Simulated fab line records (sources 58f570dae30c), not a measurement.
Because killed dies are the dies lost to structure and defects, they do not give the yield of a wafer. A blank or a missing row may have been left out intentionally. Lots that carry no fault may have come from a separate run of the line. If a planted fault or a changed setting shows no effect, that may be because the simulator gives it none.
2 desks, one fault || flow berkeley cmos170 || every desk sees just its own numbers, and what lay behind them comes last

== AT THE TOOL OWNER'S DESK: implanter-03 ==
The tool's own readings at UCB170_NSD_IMPLANT_08, given as means over the sampled wafers that have a number, one for each lot that went through this tool. If a lot's mean is further than 4 standard deviations from the usual mean, the lot is out of limits and carries the mark OUT (the distance appears in the brackets).
Columns: A = dose ions cm2 at UCB170_NSD_IMPLANT_08, usual 3e+15
{"lot": "L917", "first seen here": "day 8 06:09", "A": 3e+15}
{"lot": "L923", "first seen here": "day 9 05:43", "A": 3e+15}
{"lot": "L922", "first seen here": "day 9 06:11", "A": 3e+15}
{"lot": "L929", "first seen here": "day 10 15:37", "A": "3e+15 (+21) OUT"}
{"lot": "L928", "first seen here": "day 10 15:55", "A": "3e+15 (+22) OUT"}
This desk finds L928, L929 out of limits, L929 being first, at day 10 15:37 (dose ions cm2 at UCB170_NSD_IMPLANT_08). L917, L923, L922: within limits.

== AT THE METROLOGY DESK ==
What the gauges read for every lot (on any tool): the sampled wafers with a number, averaged. If a lot's mean is further than 4 standard deviations from the usual mean, the lot is out of limits and carries the mark OUT (the distance appears in the brackets).
Columns: A = NSD_RS at UCB170_SDANNEAL_RS_MEAS_03, usual 37.26 ohm/sq
{"lot": "L918", "first seen here": "day 8 07:07", "A": 37.18}
{"lot": "L917", "first seen here": "day 8 07:43", "A": 37.13}
{"lot": "L919", "first seen here": "day 8 07:55", "A": 37.21}
{"lot": "L923", "first seen here": "day 9 07:14", "A": 37.28}
{"lot": "L921", "first seen here": "day 9 07:43", "A": 37.20}
{"lot": "L922", "first seen here": "day 9 08:04", "A": 37.24}
{"lot": "L920", "first seen here": "day 9 08:16", "A": 37.21}
{"lot": "L929", "first seen here": "day 10 17:05", "A": 36.96}
{"lot": "L928", "first seen here": "day 10 17:32", "A": 36.87}
{"lot": "L930", "first seen here": "day 11 08:26", "A": 37.38}
{"lot": "L932", "first seen here": "day 12 01:45", "A": 37.33}
{"lot": "L937", "first seen here": "day 12 10:31", "A": 37.15}
{"lot": "L935", "first seen here": "day 12 11:23", "A": 37.27}
{"lot": "L936", "first seen here": "day 12 11:49", "A": 37.25}
Result from this desk: across the 14 lots, nothing is out of limits.

== PUT TOGETHER ==
The tool owner's desk could have raised an alarm at day 10 15:37, on L928, L929.
Metrology desk: nothing out of limits seen.
The metrology desk has L928, L929 on record, within its limits.
All the named lots went through UCB170_NSD_IMPLANT_08 on implanter-03.

== WHAT WAS PUT IN BY THE SIMULATOR ==
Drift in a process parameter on implanter-03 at UCB170_NSD_IMPLANT_08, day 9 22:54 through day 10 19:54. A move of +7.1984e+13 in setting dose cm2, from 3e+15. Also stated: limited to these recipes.
Shown lots that were struck: L928, L929.
Each desk's first reading out of limits, in hours after the fault started: the tool owner's desk, 17.
